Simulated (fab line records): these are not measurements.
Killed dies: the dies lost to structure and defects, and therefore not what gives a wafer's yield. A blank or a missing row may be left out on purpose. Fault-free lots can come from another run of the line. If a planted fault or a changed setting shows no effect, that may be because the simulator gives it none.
8D (eight disciplines) problem report, filled in by code || flow berkeley-cmos170 || the parts of the form that need people (team, actions taken, sign-off) are left out

1. WHAT IS WRONG
Across 6 wafers from 2 lots, NLDD_RS at UCB170_SDANNEAL_RS_MEAS_05 averages 627.1 ohm/sq, while fault-free wafers read 615.9 ohm/sq with a standard deviation of 1.7. Relative to the usual mean, that is a shift of +6.6 standard deviations.
The step: measures by four-point-probe.
First seen on wafer L568.2, day 10 17:05, on film-metro-04. The record has a number at this step for 36 wafers belonging to 12 lots. By rule, "out" or "out of limits" means more than 4 standard deviations away from the usual mean. All remaining wafers that have a number are taken as sound.

2. WHAT IT IS, AND WHAT IT ISN'T
{"question": "which readings at this step", "is": "NLDD_RS", "is not": "-"}
{"question": "which lots", "is": "L568, L572", "is not": "L560, L561, L562, L563, L564, L565, L575, L577, L578, L582"}
{"question": "which wafers of those lots", "is": "all that have a number", "is not": "-"}
{"question": "read on which gauges", "is": "film-metro-04", "is not": "film-metro-02, film-metro-03"}
{"question": "when", "is": "from day 10 17:05", "is not": "up to then (18 sound wafers); but 12 sound wafers of L575, L577, L578, L582 came after"}

3. THE SUSPECTS, EACH WITH WHAT RULES IT OUT
Counting: a tool at a process step up to the reading stays a suspect if it ran every lot that is out and no sound lot after the first of them.
- the gauge at UCB170_SDANNEAL_RS_MEAS_05 has been ruled out. All the wafers that are out were read on film-metro-04, but those of them that UCB170_NLDD_IMPLANT_09 has rows for are out there too, on other tools.
- implanter-04 at UCB170_NLDD_IMPLANT_09: kept. All lots that are out passed through it, beginning with L568 at day 10 04:01, and no sound lot followed; its final sound lot before that point was L564 at day 8 09:52. On those wafers its own readings are out: dose-ions-cm2.
Remaining after the count: implanter-04 at UCB170_NLDD_IMPLANT_09.

4. THE CAUSE (what the simulator had put in)
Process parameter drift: implanter-04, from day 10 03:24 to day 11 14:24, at UCB170_NLDD_IMPLANT_09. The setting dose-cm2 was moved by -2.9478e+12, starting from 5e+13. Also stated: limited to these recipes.
The count eliminated every tool but this one.

5. THE CHAIN OF EFFECTS, in route order
Each row: a reading whose mean over the struck wafers that have a number lies more than 3 standard deviations from the usual. Readings are gone through only where the record gives a usual standard deviation; hours: the median, over the lots, of the time from a lot's start at the first step in this table giving one to that lot's start at this step; sigmas: the change measured in usual standard deviations.
{"hours": 0, "step": "UCB170_NLDD_IMPLANT_09", "reading": "dose-ions-cm2", "usual": 5e+13, "on struck wafers": 5e+13, "change": -3e+12, "sigmas": -56}
{"hours": 13, "step": "UCB170_SDANNEAL_RS_MEAS_05", "reading": "NLDD_RS", "usual": "615.9 ohm/sq", "on struck wafers": 627.1, "change": "+11.2", "sigmas": "+6.6"}
Process steps it contains:
- UCB170_NLDD_IMPLANT_09
Later steps that measure or inspect, where all struck wafers having a row at the step show a number for every such reading and not one has moved that far: UCB170_V2_OVL_MEAS_13.

6. HOW IT WOULD HAVE BEEN CAUGHT EARLIER
In this record the first reading out of limits at a measuring or inspecting step was taken at day 10 17:05, 14 hours after the fault began at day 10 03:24.
At UCB170_NLDD_IMPLANT_09, the tool's own readings (dose-ions-cm2) were out on each struck wafer the step has a row for, so an alarm limit on them would have fired on the first such wafer.
By day 10 17:05 the whole set of lots that are out, 2 in number, had already begun UCB170_NLDD_IMPLANT_09 on implanter-04. A hold on the tool at that time would have spared none of them.
